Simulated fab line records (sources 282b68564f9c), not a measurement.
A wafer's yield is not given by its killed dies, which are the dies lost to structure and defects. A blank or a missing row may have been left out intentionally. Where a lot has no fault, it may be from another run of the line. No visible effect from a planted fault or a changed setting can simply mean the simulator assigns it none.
fab line records    flow ritCmos
record lots=6  wafers=18  lastDay=8
route steps=202 shown NWELL@35 PWELL@39 WELLDRIVE@50 NRETRO@53 M1@202
lots that met no fault: taken from a fault-free run of the same line
startH: hours from the record's opening day to when the first of the lot's shown wafers began    waitH: hours from the lot's prior step to this one    " same as the row above    L1.1+2: several wafers, shown together as one row    - either no value or no given start    * or withheld: withheld    < > ~ a bound
route shown NAME@n: a module of which the file shows steps, and the number in the route of the first    usual: average and standard deviation across the fault-free wafers    same: alike in all rows    chamber/n: place in a boat    sites: readings site by site    _std_site: standard deviation across them    _edge_site: outer sites' mean less inner sites'    radiusMm: for every site, how far away it sits from the centre of the wafer    mask NAME#n: copy n    behind: the last tool/chamber to shape the wafer    hold: why the lot went on hold/how many hours it stayed there/how the hold came to an end    device: transistor that didn't switch, given as n, p or np    end of line: at the end of the route, the tests of the same wafers    step lacking rows: just its recipe    killed: count of dies lost to structure and defects at first sort (not the wafer's yield)    map: a wafer's dies, x killed, . not, _ none there
set.NAME: the setting as run; set.NAME@STEP: as run at that earlier step    model.NAME: the simulator's own value behind a step, which no gauge read
a table for each step, a row for each wafer; lots at some steps of the route
services: the hour from which a tool's chamber was out of use, counted from the record's first day as startH (under 0 if before that day), plus the number of hours and why
## steps
# step RIT_NWELL_HARDBAKE_07
# recipe resist=NOVOLAK  tempC=140  timeS=120
# step RIT_NWELL_IMPLANT_08
# recipe species=P  energyKev=170  doseCm2=5e+13  tiltDeg=7
# step RIT_NWELL_STRIP_09
# recipe chemistry=O2  timeS=180  resist=NOVOLAK  platenTempC=withheld  powerW=500  pressureMtorr=4000  o2FlowSccm=4000
# usual drypumpMotorCurrentA=5.6/0.39
lot.wafer  tool            chamber  startH  waitH  drypumpMotorCurrentA  rfHoursCounterH
L850.3     plasmaAsher-01  0        32.08   0.1    5.4                   -
L850.4     "               1        "       "      5.6                   -
L850.6     "               1        "       "      5.6                   -
L854.2     plasmaAsher-01  0        49.58   0.1    5.4                   24
L854.4     "               1        "       "      5.6                   -
L854.6     "               0        "       "      5.4                   -
L859.1     plasmaAsher-04  0        74.58   0.1    5.9                   45
L859.2     "               1        "       "      5.0                   45
L859.6     "               1        "       "      5.0                   -
L863.1     plasmaAsher-04  0        92.45   0.1    6.0                   47
L863.2     "               1        "       "      5.0                   47
L863.4     "               1        "       "      5.0                   -
L866.2     plasmaAsher-02  0        108.57  0.1    6.1                   44
L866.3     "               1        "       "      5.2                   -
L866.5     "               0        "       "      6.1                   -
L872.4     plasmaAsher-02  0        141.35  0.1    6.1                   -
L872.5     "               0        "       "      6.1                   -
L872.6     "               1        "       "      5.3                   -
# step RIT_NWELL_TW_MEAS_10
# usual NWELL_TW=2150/9.9
lot.wafer  tool          chamber  startH  waitH  NWELL_TW
L850.3     filmMetro-01  -        32.22   0.1    2155
L850.4     "             -        "       "      2158
L850.6     "             -        "       "      2134
L854.2     filmMetro-01  -        49.76   0.1    2148
L854.4     "             -        "       "      2150
L854.6     "             -        "       "      2152
L859.1     filmMetro-01  -        74.76   0.1    2170
L859.2     "             -        "       "      2171
L859.6     "             -        "       "      2162
L863.1     filmMetro-03  -        92.63   0.1    2124
L863.2     "             -        "       "      2143
L863.4     "             -        "       "      2140
L866.2     filmMetro-02  -        108.75  0.1    2155
L866.3     "             -        "       "      2153
L866.5     "             -        "       "      2145
L872.4     filmMetro-03  -        141.49  0.1    2154
L872.5     "             -        "       "      2159
L872.6     "             -        "       "      2147
# step RIT_PWELL_HMDS_00
# recipe primeTimeS=60  primeTempC=140
# step RIT_PWELL_COAT_01
# recipe resist=NOVOLAK  spinRpm=2000  resistThkNm=1300
# step RIT_PWELL_SOFTBAKE_02
# recipe resist=NOVOLAK  tempC=90  timeS=60
# step RIT_PWELL_EXPOSE_03
# recipe maskId=M3  na=0.57  targetCdNm=43700  doseMj=250
# step RIT_PWELL_PEB_04
# recipe resist=NOVOLAK  tempC=withheld  timeS=withheld
# step RIT_PWELL_DEVELOP_05
# recipe resist=NOVOLAK  developTimeS=68  devTempC=23
# step RIT_PWELL_OVL_MEAS_06
# usual PWELL_OVL=0.5/1.3
lot.wafer  tool        chamber  startH  waitH  PWELL_OVL[nm]
L850.3     overlay-02  -        33.15   -      1.1
L850.4     "           -        "       "      1.8
L850.6     "           -        "       "      0.4
L854.2     overlay-02  -        50.86   -      3.6
L854.4     "           -        "       "      0.2
L854.6     "           -        "       "      1.6
L859.1     overlay-02  -        75.83   -      -0.3
L859.2     "           -        "       "      0.0
L859.6     "           -        "       "      0.0
L863.1     overlay-01  -        93.69   -      -0.9
L863.2     "           -        "       "      0.3
L863.4     "           -        "       "      -1.8
L866.2     overlay-01  -        109.81  -      1.4
L866.3     "           -        "       "      1.3
L866.5     "           -        "       "      1.5
L872.4     overlay-01  -        142.42  -      0.8
L872.5     "           -        "       "      -0.3
L872.6     "           -        "       "      0.4
# step RIT_PWELL_HARDBAKE_07
# recipe resist=NOVOLAK  tempC=140  timeS=120
# step RIT_PWELL_IMPLANT_08
# recipe species=B  energyKev=170  doseCm2=7e+13  tiltDeg=7
# usual beamEnergyKeV=170.00/0.047
lot.wafer  tool          chamber  startH  waitH  beamEnergyKeV  model.implant.rpNm  model.implant.drpNm
L850.3     implanter-03  0        33.48   0.2    170.04         473.8               102.9
L850.4     "             0        "       "      169.98         473.8               102.9
L850.6     "             0        "       "      170.05         473.8               102.9
L854.2     implanter-04  0        51.16   0.2    169.86         474.1               102.9
L854.4     "             0        "       "      169.94         474.1               102.9
L854.6     "             0        "       "      170.01         474.1               102.9
L859.1     implanter-04  0        76.14   0.2    157.38         455.9               99.94
L859.2     "             0        "       "      157.28         455.9               99.94
L859.6     "             0        "       "      157.28         455.9               99.94
L863.1     implanter-04  0        93.98   0.2    157.29         452.4               99.94
L863.2     "             0        "       "      157.23         452.4               99.94
L863.4     "             0        "       "      157.31         452.4               99.94
L866.2     implanter-01  0        110.12  0.2    169.98         466.5               102.9
L866.3     "             0        "       "      169.95         466.5               102.9
L866.5     "             0        "       "      170.01         466.5               102.9
L872.4     implanter-01  0        142.76  0.2    170.00         479.8               102.9
L872.5     "             0        "       "      170.03         479.8               102.9
L872.6     "             0        "       "      169.97         479.8               102.9
# step RIT_PWELL_STRIP_09
# recipe chemistry=O2  timeS=180  resist=NOVOLAK  platenTempC=withheld  powerW=500  pressureMtorr=4000  o2FlowSccm=4000
# usual drypumpMotorCurrentA=6.0/0.46
lot.wafer  tool            chamber  startH  waitH  drypumpMotorCurrentA  rfHoursCounterH
L850.3     plasmaAsher-03  0        33.63   0.1    6.4                   -
L850.4     "               1        "       "      6.4                   -
L850.6     "               1        "       "      6.4                   -
L854.2     plasmaAsher-03  1        51.29   0.1    6.4                   40
L854.4     "               1        "       "      6.3                   -
L854.6     "               1        "       "      6.4                   -
L859.1     plasmaAsher-01  1        76.29   0.1    5.6                   27
L859.2     "               0        "       "      5.4                   27
L859.6     "               1        "       "      5.5                   -
L863.1     plasmaAsher-03  0        94.13   0.1    6.4                   45
L863.2     "               1        "       "      6.4                   45
L863.4     "               0        "       "      6.4                   -
L866.2     plasmaAsher-03  0        110.24  0.1    6.4                   47
L866.3     "               1        "       "      6.4                   -
L866.5     "               1        "       "      6.4                   -
L872.4     plasmaAsher-01  0        142.90  0.1    5.4                   -
L872.5     "               0        "       "      5.4                   -
L872.6     "               1        "       "      5.6                   -
# step RIT_PWELL_TW_MEAS_10
# usual PWELL_TW=956/4.7
lot.wafer  tool          chamber  startH  waitH  PWELL_TW
L850.3     filmMetro-02  -        33.77   0.1    958
L850.4     "             -        "       "      957
L850.6     "             -        "       "      963
L854.2     filmMetro-03  -        51.47   0.1    956
L854.4     "             -        "       "      953
L854.6     "             -        "       "      951
L859.1     filmMetro-03  -        76.47   0.1    943
L859.2     "             -        "       "      950
L859.6     "             -        "       "      942
L863.1     filmMetro-03  -        94.30   0.1    948
L863.2     "             -        "       "      950
L863.4     "             -        "       "      944
L866.2     filmMetro-01  -        110.43  0.1    951
L866.3     "             -        "       "      956
L866.5     "             -        "       "      957
L872.4     filmMetro-02  -        143.04  0.1    950
L872.5     "             -        "       "      954
L872.6     "             -        "       "      954
# step RIT_WELLDRIVE_ANNEAL_00
# recipe tempC=1100  timeS=14700  ambient=N2
# step RIT_WELLDRIVE_RS_MEAS_01
# recipe thkMeasGauge=four-point-probe
# usual NWELL_RS=275.5/0.88
lot.wafer  tool          chamber  startH  waitH  NWELL_RS[ohm/sq]
L850.3     filmMetro-02  -        40.63   0.0    274.8
L850.4     "             -        "       "      275.8
L850.6     "             -        "       "      276.0
L854.2     filmMetro-02  -        58.30   0.0    275.0
L854.4     "             -        "       "      274.9
L854.6     "             -        "       "      276.0
L859.1     filmMetro-01  -        82.41   0.0    276.1
L859.2     "             -        "       "      276.1
L859.6     "             -        "       "      276.3
L863.1     filmMetro-03  -        101.25  0.0    276.1
L863.2     "             -        "       "      275.5
L863.4     "             -        "       "      276.1
L866.2     filmMetro-03  -        119.58  0.0    275.7
L866.3     "             -        "       "      275.5
L866.5     "             -        "       "      275.7
L872.4     filmMetro-03  -        149.87  0.1    276.9
L872.5     "             -        "       "      277.1
L872.6     "             -        "       "      276.7
# step RIT_WELLDRIVE_RS_MEAS_02
# recipe thkMeasGauge=four-point-probe
# usual PWELL_RS=429.4/1.1
lot.wafer  tool          chamber  startH  waitH  PWELL_RS[ohm/sq]
L850.3     filmMetro-02  -        40.75   0.1    430.0
L850.4     "             -        "       "      430.4
L850.6     "             -        "       "      429.9
L854.2     filmMetro-02  -        58.42   0.1    428.9
L854.4     "             -        "       "      428.7
L854.6     "             -        "       "      428.6
L859.1     filmMetro-01  -        82.53   0.1    433.0
L859.2     "             -        "       "      433.6
L859.6     "             -        "       "      433.6
L863.1     filmMetro-03  -        101.37  0.1    432.6
L863.2     "             -        "       "      433.0
L863.4     "             -        "       "      433.0
L866.2     filmMetro-03  -        119.70  0.1    428.9
L866.3     "             -        "       "      430.9
L866.5     "             -        "       "      431.2
L872.4     filmMetro-03  -        149.99  0.1    429.8
L872.5     "             -        "       "      430.1
L872.6     "             -        "       "      429.5
# step RIT_NRETRO_HMDS_00
# recipe primeTimeS=60  primeTempC=140
# step RIT_M1_PROBE_99
# usual killedAtContacts=0.1/0.27  killedAtFrontEnd=6.5/2.8  killedDies=6.6/2.8  killedOpen=3.5/2  killedShort=3.2/1.8
# same grossDies=264  killed_at_M0_to_M3=0  killed_at_M4_up=0  killedAtBackSide=0  killedAtOther=0
lot.wafer  tool       chamber  startH  waitH  killedAtContacts  killedAtFrontEnd  killedDies  killedOpen  killedShort  model.etest.pwell.rsOhmSq
L850.3     prober-02  -        76.12   0.2    0                 11                11          4           7            411.7
L850.4     prober-02  -        76.17   0.2    0                 9                 9           5           4            414.1
L850.6     prober-02  -        76.27   0.2    0                 13                13          6           7            413.1
L854.2     prober-01  -        92.75   0.1    0                 5                 5           2           3            411.8
L854.4     prober-01  -        92.85   0.2    0                 8                 8           7           1            416.6
L854.6     prober-01  -        92.95   0.2    0                 7                 7           5           2            412.7
L859.1     prober-02  -        114.96  0.1    0                 4                 4           4           0            429.5
L859.2     prober-02  -        115.01  0.1    0                 5                 5           2           3            427.1
L859.6     prober-02  -        115.21  0.2    0                 6                 6           3           3            421.2
L863.1     prober-02  -        136.01  0.1    0                 6                 6           4           2            427.9
L863.2     prober-02  -        136.06  0.1    0                 3                 3           2           1            429
L863.4     prober-02  -        136.16  0.2    0                 7                 7           4           3            426.5
L866.2     prober-02  -        152.38  0.1    0                 5                 5           2           3            420.4
L866.3     prober-02  -        152.43  0.2    0                 4                 4           3           1            417.1
L866.5     prober-02  -        152.53  0.2    0                 11                11          5           6            414.6
L872.4     prober-02  -        181.54  0.2    0                 8                 8           5           3            410
L872.5     prober-02  -        181.59  0.2    1                 4                 5           2           3            413.6
L872.6     prober-02  -        181.64  0.2    0                 6                 6           5           1            413.4
# killed by level:class
L850.3 GATE:geometricParticle:short=2 SILICIDE:geometricParticle:short=2 FOX1:geometricParticle:short=1 FOX1:geometricParticle:open=1 GATE:geometricParticle:open=1 REOX:geometricParticle:short=1 REOX:geometricParticle:open=1 SPACER:geometricParticle:short=1
L850.4 FOX2:geometricParticle:short=2 FOX2:geometricParticle:open=2 REOX:geometricParticle:short=2 SILICIDE:geometricParticle:open=2 FOX1:geometricParticle:open=1
L850.6 FOX1:geometricParticle:short=3 FOX1:geometricParticle:open=2 GATE:geometricParticle:short=2 GATE:geometricParticle:open=2 REOX:geometricParticle:short=2 REOX:geometricParticle:open=1 SPACER:geometricParticle:open=1
L854.2 REOX:geometricParticle:open=2 FOX1:geometricParticle:short=1 GATE:geometricParticle:short=1 SILICIDE:geometricParticle:short=1
L854.4 GATE:geometricParticle:open=3 SPACER:geometricParticle:open=2 FOX1:geometricParticle:open=1 FOX2:geometricParticle:open=1 SPACER:geometricParticle:short=1
L854.6 GATE:geometricParticle:open=2 ACTIVE:geometricParticle:open=1 FOX1:geometricParticle:open=1 GATE:geometricParticle:short=1 REOX:geometricParticle:open=1 SILICIDE:geometricParticle:short=1
L859.1 FOX1:geometricParticle:open=2 SILICIDE:geometricParticle:open=2
L859.2 GATE:geometricParticle:open=1 GATE:geometricParticle:short=1 REOX:geometricParticle:open=1 REOX:geometricParticle:short=1 SPACER:geometricParticle:short=1
L859.6 FOX1:geometricParticle:open=2 GATE:geometricParticle:short=1 REOX:geometricParticle:short=1 SPACER:geometricParticle:short=1 SPACER:geometricParticle:open=1
L863.1 REOX:geometricParticle:open=2 FOX2:geometricParticle:short=1 GATE:geometricParticle:short=1 GATE:geometricParticle:open=1 SILICIDE:geometricParticle:open=1
L863.2 GATE:geometricParticle:open=2 SILICIDE:geometricParticle:short=1
L863.4 GATE:geometricParticle:open=2 FOX2:geometricParticle:open=1 GATE:geometricParticle:short=1 REOX:geometricParticle:open=1 SPACER:geometricParticle:short=1 SILICIDE:geometricParticle:short=1
L866.2 GATE:geometricParticle:short=2 REOX:geometricParticle:open=2 REOX:geometricParticle:short=1
L866.3 GATE:geometricParticle:open=2 FOX1:geometricParticle:short=1 SPACER:geometricParticle:open=1
L866.5 REOX:geometricParticle:short=3 GATE:geometricParticle:open=2 SILICIDE:geometricParticle:short=2 ACTIVE:geometricParticle:open=1 FOX1:geometricParticle:open=1 FOX2:geometricParticle:open=1 GATE:geometricParticle:short=1
L872.4 SPACER:geometricParticle:open=3 GATE:geometricParticle:short=2 GATE:geometricParticle:open=1 SPACER:geometricParticle:short=1 SILICIDE:geometricParticle:open=1
L872.5 GATE:geometricParticle:open=1 GATE:geometricParticle:short=1 REOX:geometricParticle:short=1 SPACER:geometricParticle:short=1 CONTACT:geometricParticle:open=1
L872.6 GATE:geometricParticle:open=3 SPACER:geometricParticle:open=1 SPACER:geometricParticle:short=1 SILICIDE:geometricParticle:open=1
## services
tool            chamber  startH  hours  kind
plasmaAsher-03  -        19.74   2.1    repair
plasmaAsher-01  -        34.36   1.2    repair
plasmaAsher-02  -        105.30  1.3    repair
plasmaAsher-04  -        108.75  9.0    pm
plasmaAsher-04  0        108.75  9.0    ventCycle
plasmaAsher-04  1        108.75  9.0    ventCycle
plasmaAsher-04  0        117.75  -      clean
plasmaAsher-04  1        117.75  -      clean
## key
firstSign step=RIT_PWELL_IMPLANT_08  reading=beamEnergyKeV  direction=down  sigmas=99+  usual=170.00  struck=157.29
effect step=RIT_PWELL_TW_MEAS_10  reading=PWELL_TW  direction=down  sigmas=2.1  usual=956  struck=946
effect step=RIT_WELLDRIVE_RS_MEAS_02  reading=PWELL_RS  direction=up  sigmas=3.5  usual=429.4  struck=433.1
modelEffect step=RIT_PWELL_IMPLANT_08  value=implant.rpNm  without=481.5  struck=454.1
modelEffect step=RIT_M1_PROBE_99  value=etest.pwell.rsOhmSq  without=419.3  struck=426.9
metAt RIT_PWELL_IMPLANT_08
struckWafers L859.1,L859.2,L859.6,L863.1,L863.2,L863.4
testerLeftOut L859,L863
onsetBetween 51.16 76.14
fault kind=processParameterDrift  tool=implanter-04  chamber=-  onsetH=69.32  steps=RIT_PWELL_IMPLANT_08  channel=energyKev  offset=-12.694  shape=step  endH=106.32  actsIn=theseRecipesOnly  stated=170
# testerLeftOut: of these lots the tester's yield and bins aren't shown, on N5 and GAA mostly nor the transistor test; their killed dies are dies lost to structure and defects alone, not to doping, threshold or leakage, so they don't give the yield
